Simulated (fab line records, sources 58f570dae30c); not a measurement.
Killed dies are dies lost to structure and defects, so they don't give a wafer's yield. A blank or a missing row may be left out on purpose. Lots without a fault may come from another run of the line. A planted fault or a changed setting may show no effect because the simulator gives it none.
fab line records | flow berkeley_cmos170
record lots=15 wafers=45 last_day=12
route steps=331 shown GATE@131 NSD@193 CONTACT@224
lots that met no fault: from a run of the same line without faults
start_h: hours from the record's first day to the start of the lot's first wafer shown | wait_h: hours since the lot's step before | " the same as in the row above | L1.1+2: a row that stands for several wafers | - no value, or no start given | * or withheld: withheld | < > ~ a bound
route shown NAME@n: a module of which the file shows steps, and the number in the route of the first | usual: mean/standard deviation of fault-free wafers | same: alike in all rows | chamber/n: place in a boat | sites: the reading at each site | _std_site: their standard deviation | _edge_site: outer sites' mean less inner sites' | radius_mm: how far each site lies from the wafer's centre | mask NAME#n: copy n | behind: the tool/chamber that last shaped the wafer | hold: why the lot was held/for how many hours/how that ended | device: the transistor (n, p or np) that didn't switch | end of line: the same wafers' tests at the end of the route | a step without rows: its recipe alone | killed: dies lost to structure and defects at the first sort, not the wafer's yield | map: a wafer's dies, x killed, . not, _ none there
set.NAME: the setting as run; set.NAME@STEP: as run at that earlier step | model.NAME: the simulator's own value behind a step, which no gauge read
steps of the route over a sample of lots; a table a step, a row a wafer
services: from which hour (start_h, from the record's first day; less than 0 if before it) a tool's chamber was out of use, for how many hours, and why
## steps
# step UCB170_GATE_THK_MEAS_05
# recipe reads=poly-Si_of_GATE_CVD_04
# usual GATE_POLY_THK=214.8/2.1
# columns lot.wafer tool chamber start_h wait_h GATE_POLY_THK[nm]
L357.1 film_metro-02 - 119.60 0.0 213.8
L357.3 " - " " 214.3
L357.6 " - " " 214.0
L359.4 film_metro-03 - 119.63 0.0 211.1
L359.5 " - " " 210.3
L359.6 " - " " 212.8
L368.1 film_metro-02 - 172.51 0.0 215.0
L368.3 " - " " 216.0
L368.5 " - " " 215.0
L366.2 film_metro-04 - 172.52 0.0 215.8
L366.4 " - " " 214.9
L366.5 " - " " 214.1
L367.3 film_metro-04 - 172.59 0.1 215.2
L367.5 " - " " 215.2
L367.6 " - " " 213.8
L369.1 film_metro-02 - 188.66 0.0 215.1
L369.4 " - " " 215.2
L369.5 " - " " 215.1
L370.1 film_metro-04 - 188.66 0.0 213.3
L370.5 " - " " 211.6
L370.6 " - " " 211.0
L371.3 film_metro-04 - 195.00 0.0 213.5
L371.5 " - " " 212.2
L371.6 " - " " 213.6
L372.2 film_metro-04 - 202.67 0.0 215.9
L372.4 " - " " 217.9
L372.6 " - " " 217.8
L375.2 film_metro-02 - 223.14 0.0 212.7
L375.3 " - " " 213.5
L375.5 " - " " 213.0
L376.2 film_metro-03 - 223.14 0.0 214.5
L376.3 " - " " 215.1
L376.4 " - " " 213.5
L374.2 film_metro-02 - 223.20 0.1 213.7
L374.3 " - " " 214.1
L374.4 " - " " 213.2
L377.1 film_metro-04 - 232.37 0.0 217.5
L377.2 " - " " 218.7
L377.4 " - " " 218.2
L378.2 film_metro-02 - 232.38 0.0 218.3
L378.3 " - " " 215.4
L378.6 " - " " 217.4
L379.1 film_metro-03 - 244.90 0.0 215.5
L379.4 " - " " 215.1
L379.6 " - " " 213.4
# step UCB170_NSD_CD_MEAS_06
# recipe target_cd_nm=1200
# usual cd_nm=1199.7/1.4
# columns lot.wafer tool chamber start_h wait_h cd_nm
L359.4 cd_sem-01 - 135.86 - 1201.6
L359.5 " - " " 1200.6
L359.6 " - " " 1200.7
L357.1 cd_sem-01 - 136.18 - 1198.7
L357.3 " - " " 1198.2
L357.6 " - " " 1198.8
L368.1 cd_sem-01 - 185.48 - 1199.9
L368.3 " - " " 1199.3
L368.5 " - " " 1198.6
L366.2 cd_sem-01 - 185.77 - 1198.4
L366.4 " - " " 1200.3
L366.5 " - " " 1199.4
L367.3 cd_sem-01 - 185.91 - 1200.9
L367.5 " - " " 1202.5
L367.6 " - " " 1201.9
L370.1 cd_sem-02 - 204.60 - 1198.3
L370.5 " - " " 1199.1
L370.6 " - " " 1199.6
L369.1 cd_sem-01 - 204.84 - 1199.5
L369.4 " - " " 1198.4
L369.5 " - " " 1198.5
L371.3 cd_sem-01 - 208.60 - 1200.7
L371.5 " - " " 1199.8
L371.6 " - " " 1201.3
L372.2 cd_sem-02 - 215.55 - 1198.9
L372.4 " - " " 1200.1
L372.6 " - " " 1198.8
L376.2 cd_sem-01 - 237.29 - 1199.8
L376.3 " - " " 1199.6
L376.4 " - " " 1199.9
L375.2 cd_sem-02 - 237.55 - 1201.8
L375.3 " - " " 1203.2
L375.5 " - " " 1201.8
L374.2 cd_sem-01 - 237.79 - 1197.7
L374.3 " - " " 1197.1
L374.4 " - " " 1197.4
L377.1 cd_sem-02 - 244.15 - 1199.1
L377.2 " - " " 1198.3
L377.4 " - " " 1197.9
L378.2 cd_sem-01 - 244.45 - 1200.6
L378.3 " - " " 1200.5
L378.6 " - " " 1200.3
L379.1 cd_sem-01 - 260.98 - 1200.1
L379.4 " - " " 1199.9
L379.6 " - " " 1200.5
# step UCB170_NSD_IMPLANT_08
# recipe species=P dose_cm2=3e+15 energy_kev=40 tilt_deg=7
# usual beam_energy_keV=40.001/0.012 beam_on_s=10.01/0.17
# columns lot.wafer tool chamber start_h wait_h beam_energy_keV beam_on_s
L359.4 implanter-01 0 136.03 0.1 40.000 9.67
L359.5 " 0 " " 39.977 9.89
L359.6 " 0 " " 39.990 10.11
L357.1 implanter-04 0 136.34 0.0 40.013 10.03
L357.3 " 0 " " 40.017 9.92
L357.6 " 0 " " 40.014 9.90
L368.1 implanter-02 - 185.64 0.0 - -
L368.3 " - " " - -
L368.5 " - " " - -
L366.2 implanter-01 - 185.94 0.0 - -
L366.4 " - " " - -
L366.5 " - " " - -
L367.3 implanter-02 - 186.08 0.1 - -
L367.5 " - " " - -
L367.6 " - " " - -
L370.1 implanter-01 0 204.75 0.0 40.009 10.12
L370.5 " 0 " " 40.013 10.12
L370.6 " 0 " " 40.025 10.06
L369.1 implanter-04 0 204.99 0.0 40.005 10.11
L369.4 " 0 " " 40.014 9.99
L369.5 " 0 " " 40.016 10.04
L371.3 implanter-01 0 208.77 0.1 40.005 10.13
L371.5 " 0 " " 40.006 9.95
L371.6 " 0 " " 40.012 9.91
L372.2 implanter-04 0 215.71 0.0 39.982 9.83
L372.4 " 0 " " 39.986 9.76
L372.6 " 0 " " 39.971 10.00
L376.2 implanter-01 0 237.45 0.0 39.997 10.07
L376.3 " 0 " " 40.001 10.15
L376.4 " 0 " " 40.002 10.02
L375.2 implanter-02 0 237.71 0.0 39.994 9.94
L375.3 " 0 " " 39.993 10.25
L375.5 " 0 " " 40.009 9.81
L374.2 implanter-04 0 237.95 0.0 39.991 9.86
L374.3 " 0 " " 39.996 9.93
L374.4 " 0 " " 39.981 10.02
L377.1 implanter-04 0 244.31 0.0 40.013 9.66
L377.2 " 0 " " 40.002 10.38
L377.4 " 0 " " 40.009 10.14
L378.2 implanter-02 0 244.61 0.0 39.986 9.94
L378.3 " 0 " " 39.999 10.25
L378.6 " 0 " " 39.988 10.12
L379.1 implanter-04 0 261.14 0.0 40.002 9.78
L379.4 " 0 " " 40.020 9.97
L379.6 " 0 " " 40.014 10.38
# step UCB170_NSD_STRIP_09
# recipe chemistry=O2 power_w=400 pressure_mtorr=3500 platen_temp_c=withheld o2_flow_sccm=400 overash_fraction=0.5
# usual drypump_motor_current_A=5.9/0.64 oes_product_au=0.533/0.0042 strip_time_to_endpoint_s=35.85/0.065
# columns lot.wafer tool chamber start_h wait_h drypump_motor_current_A oes_product_au rf_hours_counter_h strip_time_to_endpoint_s
L359.4 plasma_asher-03 0 136.14 0.1 6.5 0.532 - 35.84
L359.5 " 0 " " 6.5 0.531 - 35.92
L359.6 " 1 " " 5.0 0.524 - 35.85
L357.1 plasma_asher-02 1 136.49 0.1 6.5 0.535 2 35.90
L357.3 " 1 " " 6.5 0.535 - 35.87
L357.6 " 1 " " 6.5 0.534 - 35.89
L368.1 plasma_asher-04 1 185.79 0.1 6.0 0.735 50 21.75
L368.3 " 0 " " 4.7 0.735 - 21.69
L368.5 " 1 " " 6.0 0.734 - 21.75
L366.2 plasma_asher-02 1 186.06 0.1 6.5 0.740 7 21.75
L366.4 " 0 " " 5.8 0.745 - 21.77
L366.5 " 1 " " 6.5 0.734 - 21.76
L367.3 plasma_asher-03 1 186.21 0.1 5.0 0.730 - 21.63
L367.5 " 1 " " 5.0 0.735 - 21.70
L367.6 " 0 " " 6.5 0.730 - 21.68
L370.1 plasma_asher-02 1 204.90 0.1 6.5 0.529 9 35.76
L370.5 " 0 " " 5.8 0.527 - 35.84
L370.6 " 1 " " 6.5 0.538 - 35.83
L369.1 plasma_asher-04 1 205.14 0.1 6.0 0.528 52 35.93
L369.4 " 0 " " 4.8 0.528 - 35.88
L369.5 " 1 " " 6.0 0.531 - 35.84
L371.3 plasma_asher-03 0 208.90 0.1 6.5 0.533 - 35.82
L371.5 " 0 " " 6.5 0.534 - 35.80
L371.6 " 1 " " 5.0 0.532 - 35.90
L372.2 plasma_asher-02 0 215.84 0.1 5.8 0.534 10 35.91
L372.4 " 1 " " 6.5 0.526 - 35.91
L372.6 " 0 " " 5.8 0.534 - 35.83
L376.2 plasma_asher-04 1 237.58 0.1 6.0 0.535 56 35.82
L376.3 " 1 " " 6.0 0.538 - 35.90
L376.4 " 0 " " 4.7 0.527 - 35.77
L375.2 plasma_asher-03 1 237.84 0.1 5.0 0.534 40 35.81
L375.3 " 0 " " 6.5 0.532 - 35.80
L375.5 " 1 " " 5.0 0.531 - 35.78
L374.2 plasma_asher-02 1 238.08 0.1 6.5 0.526 13 35.76
L374.3 " 0 " " 5.8 0.529 - 35.79
L374.4 " 1 " " 6.5 0.530 - 35.79
L377.1 plasma_asher-03 1 244.46 0.1 5.1 0.534 41 35.80
L377.2 " 0 " " 6.5 0.532 41 35.83
L377.4 " 0 " " 6.5 0.533 - 35.85
L378.2 plasma_asher-04 1 244.73 0.1 6.0 0.527 56 35.96
L378.3 " 0 " " 4.8 0.535 - 35.94
L378.6 " 0 " " 4.7 0.538 - 35.92
L379.1 plasma_asher-02 0 261.29 0.1 5.8 0.533 15 35.80
L379.4 " 0 " " 5.8 0.535 - 35.87
L379.6 " 1 " " 6.5 0.538 - 35.81
# step UCB170_NSD_TW_MEAS_10
# usual NSD_TW=4191/65
# columns lot.wafer tool chamber start_h wait_h hold NSD_TW
L359.4 film_metro-04 - 136.24 0.1 - 4242
L359.5 " - " " - 4215
L359.6 " - " " - 4222
L357.1 film_metro-04 - 136.59 0.1 - 4216
L357.3 " - " " - 4223
L357.6 " - " " - 4200
L368.1 film_metro-02 - 185.89 0.1 await_dispo/0.2h/release 29
L368.3 " - " " await_dispo/0.2h/release 29
L368.5 " - " " await_dispo/0.2h/release 29
L368.1 film_metro-02 - 186.22 0.3 - 30
L368.3 " - " " - 30
L368.5 " - " " - 30
L366.2 film_metro-02 - 186.17 0.1 await_dispo/0.2h/release 29
L366.4 " - " " await_dispo/0.2h/release 30
L366.5 " - " " await_dispo/0.2h/release 29
L366.2 film_metro-02 - 186.40 0.2 - 30
L366.4 " - " " - 30
L366.5 " - " " - 29
L367.3 film_metro-04 - 186.30 0.1 await_dispo/0.2h/release 30
L367.5 " - " " await_dispo/0.2h/release 30
L367.6 " - " " await_dispo/0.2h/release 30
L367.3 film_metro-04 - 186.53 0.2 - 30
L367.5 " - " " - 30
L367.6 " - " " - 30
L370.1 film_metro-04 - 205.00 0.1 - 4194
L370.5 " - " " - 4196
L370.6 " - " " - 4216
L369.1 film_metro-02 - 205.24 0.1 - 4080
L369.4 " - " " - 4088
L369.5 " - " " - 4092
L371.3 film_metro-02 - 208.99 0.1 - 4105
L371.5 " - " " - 4107
L371.6 " - " " - 4105
L372.2 film_metro-02 - 215.95 0.1 - 4090
L372.4 " - " " - 4113
L372.6 " - " " - 4108
L376.2 film_metro-02 - 237.69 0.1 - 4136
L376.3 " - " " - 4116
L376.4 " - " " - 4121
L375.2 film_metro-01 - 237.95 0.1 - 4243
L375.3 " - " " - 4246
L375.5 " - " " - 4254
L374.2 film_metro-04 - 238.19 0.1 - 4218
L374.3 " - " " - 4216
L374.4 " - " " - 4203
L377.1 film_metro-02 - 244.56 0.1 - 4139
L377.2 " - " " - 4158
L377.4 " - " " - 4159
L378.2 film_metro-04 - 244.84 0.1 - 4196
L378.3 " - " " - 4194
L378.6 " - " " - 4198
L379.1 film_metro-01 - 261.39 0.1 - 4257
L379.4 " - " " - 4269
L379.6 " - " " - 4272
# step UCB170_CONTACT_RTA_08
# recipe temp_c=900 time_s=10 ambient=N2
# usual lamp_power_pct=27/4.3 wafer_temp_C_max=904.8/0.93
# columns lot.wafer tool chamber start_h wait_h lamp_power_pct wafer_temp_C_max
L359.4 rtp_anneal-02 0 141.09 0.0 32 903.9
L359.5 " 0 " " 32 905.4
L359.6 " 0 " " 32 906.9
L357.1 rtp_anneal-02 0 142.84 0.0 32 905.0
L357.3 " 0 " " 32 903.6
L357.6 " 0 " " 32 905.6
L370.1 rtp_anneal-01 0 209.94 0.0 23 902.6
L370.5 " 0 " " 23 903.5
L370.6 " 0 " " 23 903.7
L369.1 rtp_anneal-01 0 210.13 0.0 23 904.7
L369.4 " 0 " " 23 904.9
L369.5 " 0 " " 23 904.1
L371.3 rtp_anneal-01 0 214.12 0.0 23 906.9
L371.5 " 0 " " 23 905.6
L371.6 " 0 " " 23 903.7
L372.2 rtp_anneal-02 0 222.54 0.0 32 905.5
L372.4 " 0 " " 32 905.8
L372.6 " 0 " " 32 907.4
L375.2 rtp_anneal-02 0 244.30 0.0 32 905.3
L375.3 " 0 " " 32 904.9
L375.5 " 0 " " 32 903.9
L374.2 rtp_anneal-01 0 244.48 0.0 23 904.4
L374.3 " 0 " " 23 904.6
L374.4 " 0 " " 23 904.5
L376.2 rtp_anneal-02 0 244.48 0.0 32 904.7
L376.3 " 0 " " 32 904.0
L376.4 " 0 " " 32 904.5
L377.1 rtp_anneal-01 0 249.89 0.0 23 906.3
L377.2 " 0 " " 23 904.6
L377.4 " 0 " " 23 906.9
L378.2 rtp_anneal-02 0 250.58 0.0 32 905.2
L378.3 " 0 " " 32 903.2
L378.6 " 0 " " 32 904.3
L379.1 rtp_anneal-02 0 268.09 0.0 32 904.7
L379.4 " 0 " " 32 904.6
L379.6 " 0 " " 32 905.2
## services
# columns tool chamber start_h hours kind
rtp_anneal-02 - 117.27 3.7 pm
plasma_asher-02 0 117.75 - clean
plasma_asher-02 1 117.75 - clean
plasma_asher-04 - 150.88 0.5 repair
implanter-02 - 151.99 9.7 repair
implanter-04 - 181.76 4.5 pm
implanter-02 - 196.95 5.3 pm
implanter-02 - 204.69 1.2 repair
implanter-02 - 210.26 0.6 repair
implanter-04 - 222.50 1.1 repair
implanter-02 - 228.41 2.9 pm
implanter-01 - 240.47 4.4 pm
plasma_asher-02 - 248.15 7.4 repair
## key
first_sign step=UCB170_NSD_IMPLANT_08 reading=tool_record direction=missing
effect step=UCB170_NSD_STRIP_09 reading=strip_time_to_endpoint_s direction=down sigmas=99+ usual=* struck=*
effect step=UCB170_NSD_TW_MEAS_10 reading=visit direction=added
effect step=UCB170_NSD_TW_MEAS_10 reading=NSD_TW direction=down sigmas=64 usual=4191 struck=30
met_at UCB170_NSD_IMPLANT_08
struck_lots L366,L367,L368
later_rows_left_out L366.2,L366.4,L366.5,L367.3,L367.5,L367.6,L368.1,L368.3,L368.5
sort_left_out L366.2,L366.4,L366.5,L367.3,L367.5,L367.6,L368.1,L368.3,L368.5
tester_left_out L366,L367,L368
not_acting_at UCB170_GATE_THK_MEAS_05,UCB170_NSD_CD_MEAS_06,UCB170_CONTACT_RTA_08
onset_between 136.03 185.64
fault kind=skipped_step_whole tool=implanter-01,implanter-02 chamber=- onset_h=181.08 steps=UCB170_NSD_IMPLANT_08 scope=struck_lots_only
# tester_left_out: of these lots the tester's yield and bins aren't shown, on N5 and GAA mostly nor the transistor test; their killed dies are dies lost to structure and defects alone, not to doping, threshold or leakage, so they don't give the yield
# sort_left_out: the simulated sort isn't trusted on such a fault, so these wafers' sort isn't shown, and their yield isn't known
# later_rows_left_out: the simulator's readings of these wafers behind a module that went badly wrong aren't trusted and aren't shown, but for the sort
